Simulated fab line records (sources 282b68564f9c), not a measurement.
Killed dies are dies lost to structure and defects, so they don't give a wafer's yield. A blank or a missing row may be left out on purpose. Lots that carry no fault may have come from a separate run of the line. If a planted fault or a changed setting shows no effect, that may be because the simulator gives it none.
A struck lot beside a sound one | flow rit_cmos | 21 steps out of a route of 202
Sound: these wafers, L819.1, L819.3, L819.6. Struck: wafers L832.2, L832.4, L832.5. The cause is named last.
At each step with rows: each side's tool, then ch and its chambers, then its first start. Under that, the readings that differ: sound wafers | struck wafers | difference of the means | sigmas: that difference in standard deviations of wafers without a fault.
alike: a reading whose means differ by less than 2 such deviations, as well as words and numbers matching on both sides. not compared: withheld readings; readings where some wafer has no value; bounds like >300 that might hide an equal value; numbers whose values overlap and for which the record gives no deviation.
Wherever a step has rows on one side only, a row that says differs or no value, or a row with sigmas, the two part there. Non-overlapping numbers with no deviation appear without sigmas and do not part them. A reading missing from all wafers of one side parts the sides only when that side holds two or more wafers.

first, 1 step without rows for these wafers: RIT_SILICIDE_WET_ETCH_00 (etches SiO2 in BOE, target depth 14 nm, time 15 s).
RIT_SILICIDE_SPUTTER_01: material Ti, target thk 30 nm, time 240 s.
  sound: pvd_sputter-04 at day 3 17:38; struck: pvd_sputter-02 at day 6 12:59
  alike: chamber_pressure_pa, throttle_valve_pct
RIT_SILICIDE_RS_MEAS_02: a four-point-probe measurement.
  sound: film_metro-02 at day 3 17:47; struck: film_metro-01 at day 6 13:09
  alike: SILICIDE_TI_RS
RIT_SILICIDE_THK_MEAS_03: measures by xrf.
  sound: film_metro-02 at day 3 17:55; struck: film_metro-01 at day 6 13:16
  alike: SILICIDE_TI_THK
RIT_SILICIDE_RTA_04: time 10 s, ramp up 5 s, ramp down 5 s.
  sound on rtp_anneal-01 ch 0, day 3 17:58; struck on rtp_anneal-02 ch 0, day 6 13:19
  alike: anneal_temp_c_max, wafer_temp_C_max
then, 1 step without rows for these wafers: RIT_SILICIDE_WET_ETCH_05 (etches Ti in SPM, time 120 s).
RIT_SILICIDE_RTA_06: time 10 s, ramp up 5 s, ramp down 10 s.
  sound on rtp_anneal-02 ch 0, day 3 18:05; struck on rtp_anneal-01 ch 0, day 6 13:26
  alike: anneal_temp_c_max, wafer_temp_C_max
RIT_CONTACT_CVD_00: deposits SiO2 from TEOS, target thk 400 nm, time 61 s.
  sound on pecvd-03 ch 1,2, day 3 18:09; struck on pecvd-02 ch 0,2, day 6 13:29
  alike: heater_power_w, rf_fwd_power_W
RIT_CONTACT_THK_MEAS_01:
  sound: film_metro-01 at day 3 18:12; struck: film_metro-04 at day 6 13:32
  alike: CONTACT_TEOS_THK
then, 3 steps without rows for these wafers: RIT_CONTACT_HMDS_02 (prime time 60 s); RIT_CONTACT_COAT_03 (resist thk 1000 nm); RIT_CONTACT_SOFTBAKE_04 (time 60 s).
RIT_CONTACT_EXPOSE_05: exposes mask M11, target cd 1000 nm.
  sound on iline_stepper-01 ch 0, day 3 18:50; struck on iline_stepper-01 ch 0, day 6 14:05
  reading | sound             | struck                     | difference | sigmas
  mask    | M11#0 M11#0 M11#0 | M11_R1#0 M11_R1#0 M11_R1#0 | differs    |
  alike: focus_offset_nm, stage_vel_mm_s
then, 2 steps without rows for these wafers: RIT_CONTACT_PEB_06; RIT_CONTACT_DEVELOP_07 (develop time 120 s).
RIT_CONTACT_CD_MEAS_08: the cd target is 1000 nm.
  sound: cd_sem-02 at day 3 19:21; struck: cd_sem-02 at day 6 14:36
  reading    | sound              | struck               | difference | sigmas
  cd_nm (nm) | 1000.2 998.7 998.1 | 1151.8 1151.5 1151.2 | +152.5     | +76
RIT_CONTACT_OVL_MEAS_09:
  sound: overlay-01 at day 3 19:28; struck: overlay-01 at day 6 14:43
  reading          | sound        | struck         | difference | sigmas
  CONTACT_OVL (nm) | 0.7 1.4 -0.1 | -1.8 -1.5 -1.2 | -2.2       | -2
then, 1 step without rows for these wafers: RIT_CONTACT_HARDBAKE_10 (time 60 s).
RIT_CONTACT_ETCH_11: etches SiO2 in CHF3/CF4/Ar, stops on TiSi2, target depth 480 nm, time 320 s.
  sound on rie_diel-03 ch 0,1, day 3 19:39; struck on rie_diel-01 ch 0,1,2, day 6 14:53
  alike: CHF3_flow_sccm, drypump_motor_current_A, oes_product_au, rf_fwd_power_W, throttle_valve_pct
  not compared: rf_hours_counter_h, model.CONTACT.cd_nm
RIT_CONTACT_STRIP_12: strips in O2, time 180 s.
  sound on plasma_asher-04 ch 0,1, day 3 19:51; struck on plasma_asher-02 ch 0,1, day 6 15:05
  alike: drypump_motor_current_A
  not compared: rf_hours_counter_h
RIT_M1_PROBE_99:
  sound: prober-02 at day 4 00:38; struck: prober-02 at day 6 19:50
  reading                                    | sound             | struck            | difference | sigmas
  killed_at_contacts                         | 0 0 0             | 51 64 59          | +58        | +99 or more
  killed_dies                                | 6 7 12            | 59 70 60          | +55        | +19
  killed_open                                | 4 7 7             | 3 2 1             | -4         | -2
  model.etest.contact_to_gate.bv_left_v (V)  | 89.24 94.81 90.21 | 50 51.35 52.85    | -40        |
  model.etest.contact_to_gate.bv_right_v (V) | 92.99 94.12 92.39 | 52.96 53.81 53.96 | -39.59     |
  model.etest.contact_npoly.rc_ohm           | 1.402 1.428 1.364 | 1.334 1.339 1.315 | -0.069     |
  model.etest.contact_ppoly.rc_ohm           | 1.409 1.401 1.45  | 1.319 1.265 1.337 | -0.113     |
  model.etest.contact_nplus.rc_ohm           | 1.41 1.405 1.369  | 1.274 1.302 1.299 | -0.103     |
  alike: killed_at_front_end, killed_short
  not compared: model.etest.contact_pplus.rc_ohm

WHERE THEY PART
Earliest at RIT_CONTACT_EXPOSE_05; latest, in this record, at RIT_M1_PROBE_99.

WHY: the cause the simulator had injected
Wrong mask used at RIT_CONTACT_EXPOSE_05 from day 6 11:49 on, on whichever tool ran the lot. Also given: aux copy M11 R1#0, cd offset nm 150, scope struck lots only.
